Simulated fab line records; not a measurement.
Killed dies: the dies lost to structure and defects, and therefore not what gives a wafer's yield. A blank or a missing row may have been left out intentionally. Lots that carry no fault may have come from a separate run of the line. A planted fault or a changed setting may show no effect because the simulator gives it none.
Which tool is to blame? + flow berkeley_cmos170 + 45 wafers from 15 lots sampled at 5 of the route's 331 steps

## WHAT THE GAUGES SHOWED, per wafer
UCB170_GATE_THK_MEAS_05.
| lot  | measured     | on            | GATE_POLY_THK (nm) |
|------|--------------|---------------|--------------------|
| L357 | day 5 23:36  | film_metro-02 | 213.8 214.3 214.0  |
| L359 | day 5 23:38  | film_metro-03 | 211.1 210.3 212.8  |
| L368 | day 8 04:31  | film_metro-02 | 215.0 216.0 215.0  |
| L366 | day 8 04:31  | film_metro-04 | 215.8 214.9 214.1  |
| L367 | day 8 04:35  | film_metro-04 | 215.2 215.2 213.8  |
| L369 | day 8 20:40  | film_metro-02 | 215.1 215.2 215.1  |
| L370 | day 8 20:40  | film_metro-04 | 213.3 211.6 211.0  |
| L371 | day 9 03:00  | film_metro-04 | 213.5 212.2 213.6  |
| L372 | day 9 10:40  | film_metro-04 | 215.9 217.9 217.8  |
| L375 | day 10 07:08 | film_metro-02 | 212.7 213.5 213.0  |
| L376 | day 10 07:08 | film_metro-03 | 214.5 215.1 213.5  |
| L374 | day 10 07:12 | film_metro-02 | 213.7 214.1 213.2  |
| L377 | day 10 16:22 | film_metro-04 | 217.5 218.7 218.2  |
| L378 | day 10 16:23 | film_metro-02 | 218.3 215.4 217.4  |
| L379 | day 11 04:54 | film_metro-03 | 215.5 215.1 213.4  |

UCB170_NSD_CD_MEAS_06: the cd target is 1200 nm.
| lot  | measured     | on        | cd_nm (nm)           |
|------|--------------|-----------|----------------------|
| L357 | day 6 16:11  | cd_sem-01 | 1198.7 1198.2 1198.8 |
| L359 | day 6 15:52  | cd_sem-01 | 1201.6 1200.6 1200.7 |
| L368 | day 8 17:29  | cd_sem-01 | 1199.9 1199.3 1198.6 |
| L366 | day 8 17:46  | cd_sem-01 | 1198.4 1200.3 1199.4 |
| L367 | day 8 17:55  | cd_sem-01 | 1200.9 1202.5 1201.9 |
| L369 | day 9 12:50  | cd_sem-01 | 1199.5 1198.4 1198.5 |
| L370 | day 9 12:36  | cd_sem-02 | 1198.3 1199.1 1199.6 |
| L371 | day 9 16:36  | cd_sem-01 | 1200.7 1199.8 1201.3 |
| L372 | day 9 23:33  | cd_sem-02 | 1198.9 1200.1 1198.8 |
| L375 | day 10 21:33 | cd_sem-02 | 1201.8 1203.2 1201.8 |
| L376 | day 10 21:17 | cd_sem-01 | 1199.8 1199.6 1199.9 |
| L374 | day 10 21:47 | cd_sem-01 | 1197.7 1197.1 1197.4 |
| L377 | day 11 04:09 | cd_sem-02 | 1199.1 1198.3 1197.9 |
| L378 | day 11 04:27 | cd_sem-01 | 1200.6 1200.5 1200.3 |
| L379 | day 11 20:59 | cd_sem-01 | 1200.1 1199.9 1200.5 |

UCB170_NSD_TW_MEAS_10.
| lot  | measured     | on            | NSD_TW            |
|------|--------------|---------------|-------------------|
| L357 | day 6 16:35  | film_metro-04 | 4216 4223 4200    |
| L359 | day 6 16:14  | film_metro-04 | 4242 4215 4222    |
| L368 | day 8 17:53  | film_metro-02 | 29 29 29 30 30 30 |
| L366 | day 8 18:10  | film_metro-02 | 29 30 29 30 30 29 |
| L367 | day 8 18:18  | film_metro-04 | 30 30 30 30 30 30 |
| L369 | day 9 13:14  | film_metro-02 | 4080 4088 4092    |
| L370 | day 9 13:00  | film_metro-04 | 4194 4196 4216    |
| L371 | day 9 16:59  | film_metro-02 | 4105 4107 4105    |
| L372 | day 9 23:57  | film_metro-02 | 4090 4113 4108    |
| L375 | day 10 21:57 | film_metro-01 | 4243 4246 4254    |
| L376 | day 10 21:41 | film_metro-02 | 4136 4116 4121    |
| L374 | day 10 22:11 | film_metro-04 | 4218 4216 4203    |
| L377 | day 11 04:34 | film_metro-02 | 4139 4158 4159    |
| L378 | day 11 04:50 | film_metro-04 | 4196 4194 4198    |
| L379 | day 11 21:23 | film_metro-01 | 4257 4269 4272    |

## TOOL THAT RAN EACH LOT (tool first, then ch and the chambers of the sampled wafers, then the start)
| lot  | UCB170_NSD_IMPLANT_08           | UCB170_NSD_STRIP_09                  |
|------|---------------------------------|--------------------------------------|
| L357 | implanter-04 ch 0, day 6 16:20  | plasma_asher-02 ch 1, day 6 16:29    |
| L359 | implanter-01 ch 0, day 6 16:02  | plasma_asher-03 ch 0,1, day 6 16:08  |
| L368 | implanter-02, day 8 17:38       | plasma_asher-04 ch 0,1, day 8 17:47  |
| L366 | implanter-01, day 8 17:56       | plasma_asher-02 ch 0,1, day 8 18:04  |
| L367 | implanter-02, day 8 18:05       | plasma_asher-03 ch 0,1, day 8 18:13  |
| L369 | implanter-04 ch 0, day 9 12:59  | plasma_asher-04 ch 0,1, day 9 13:08  |
| L370 | implanter-01 ch 0, day 9 12:45  | plasma_asher-02 ch 0,1, day 9 12:54  |
| L371 | implanter-01 ch 0, day 9 16:46  | plasma_asher-03 ch 0,1, day 9 16:54  |
| L372 | implanter-04 ch 0, day 9 23:43  | plasma_asher-02 ch 0,1, day 9 23:50  |
| L375 | implanter-02 ch 0, day 10 21:43 | plasma_asher-03 ch 0,1, day 10 21:50 |
| L376 | implanter-01 ch 0, day 10 21:27 | plasma_asher-04 ch 0,1, day 10 21:35 |
| L374 | implanter-04 ch 0, day 10 21:57 | plasma_asher-02 ch 0,1, day 10 22:05 |
| L377 | implanter-04 ch 0, day 11 04:19 | plasma_asher-03 ch 0,1, day 11 04:28 |
| L378 | implanter-02 ch 0, day 11 04:37 | plasma_asher-04 ch 0,1, day 11 04:44 |
| L379 | implanter-04 ch 0, day 11 21:08 | plasma_asher-02 ch 0,1, day 11 21:17 |
- UCB170_NSD_IMPLANT_08
- UCB170_NSD_STRIP_09: strips in O2.

## AS READ BY THE TOOLS THEMSELVES (means over the sampled wafers that have a number; for cases with no such wafer, the mark the record gives instead)
UCB170_NSD_IMPLANT_08.
| lot  | tool         | beam_energy_keV | beam_on_s (s) |
|------|--------------|-----------------|---------------|
| L357 | implanter-04 | 40.015          | 9.95          |
| L359 | implanter-01 | 39.989          | 9.89          |
| L368 | implanter-02 | -               | -             |
| L366 | implanter-01 | -               | -             |
| L367 | implanter-02 | -               | -             |
| L369 | implanter-04 | 40.012          | 10.05         |
| L370 | implanter-01 | 40.016          | 10.10         |
| L371 | implanter-01 | 40.008          | 10.00         |
| L372 | implanter-04 | 39.980          | 9.86          |
| L375 | implanter-02 | 39.999          | 10.00         |
| L376 | implanter-01 | 40.000          | 10.08         |
| L374 | implanter-04 | 39.989          | 9.94          |
| L377 | implanter-04 | 40.008          | 10.06         |
| L378 | implanter-02 | 39.991          | 10.10         |
| L379 | implanter-04 | 40.012          | 10.04         |

UCB170_NSD_STRIP_09.
| lot  | tool            | drypump_motor_current_A (A) | oes_product_au (a.u.) | strip_time_to_endpoint_s (s) |
|------|-----------------|-----------------------------|-----------------------|------------------------------|
| L357 | plasma_asher-02 | 6.5                         | 0.535                 | 35.89                        |
| L359 | plasma_asher-03 | 6.0                         | 0.529                 | 35.87                        |
| L368 | plasma_asher-04 | 5.6                         | 0.735                 | 21.73                        |
| L366 | plasma_asher-02 | 6.3                         | 0.740                 | 21.76                        |
| L367 | plasma_asher-03 | 5.5                         | 0.732                 | 21.67                        |
| L369 | plasma_asher-04 | 5.6                         | 0.529                 | 35.88                        |
| L370 | plasma_asher-02 | 6.3                         | 0.531                 | 35.81                        |
| L371 | plasma_asher-03 | 6.0                         | 0.533                 | 35.84                        |
| L372 | plasma_asher-02 | 6.0                         | 0.531                 | 35.88                        |
| L375 | plasma_asher-03 | 5.5                         | 0.532                 | 35.80                        |
| L376 | plasma_asher-04 | 5.6                         | 0.533                 | 35.83                        |
| L374 | plasma_asher-02 | 6.3                         | 0.528                 | 35.78                        |
| L377 | plasma_asher-03 | 6.0                         | 0.533                 | 35.83                        |
| L378 | plasma_asher-04 | 5.2                         | 0.533                 | 35.94                        |
| L379 | plasma_asher-02 | 6.0                         | 0.535                 | 35.83                        |

## THE ANSWER, worked out from the rows above alone
Rule: usual is defined by the lots themselves. The widest of any qualifying gaps counts: lots, ordered by their means at a reading, are off when they make up no more than a third of the lots, leave a main group of 4 or more, and stand apart from it by 3 or more times the standard deviation of that group's means. The tables above print the reading to a certain number of digits; a main group whose means all agree to those digits is not used. A lot without any number at a reading at which 4 lots or more have one is off too. All remaining lots with rows at the step are treated as sound. Order of review: gauges by route order, followed by the tools' own readings, for which a lot's mean as printed above is used. At the first step where some lot is off, the reading lying furthest off is the one used; lots without a number count as furthest.
Off: at UCB170_NSD_TW_MEAS_10 (NSD_TW), L368, L366, L367. Main group: mean 4178, sd 58.
A tool fits if, at a process step before that reading, it ran every lot that is off, and no sound lot after the first of them. The gauges at UCB170_NSD_TW_MEAS_10 aren't tried: what is off there is off at UCB170_NSD_IMPLANT_08 too, on other tools, and a gauge's error can't cause that. None of those tried fits.

## WHAT WAS PUT IN BY THE SIMULATOR
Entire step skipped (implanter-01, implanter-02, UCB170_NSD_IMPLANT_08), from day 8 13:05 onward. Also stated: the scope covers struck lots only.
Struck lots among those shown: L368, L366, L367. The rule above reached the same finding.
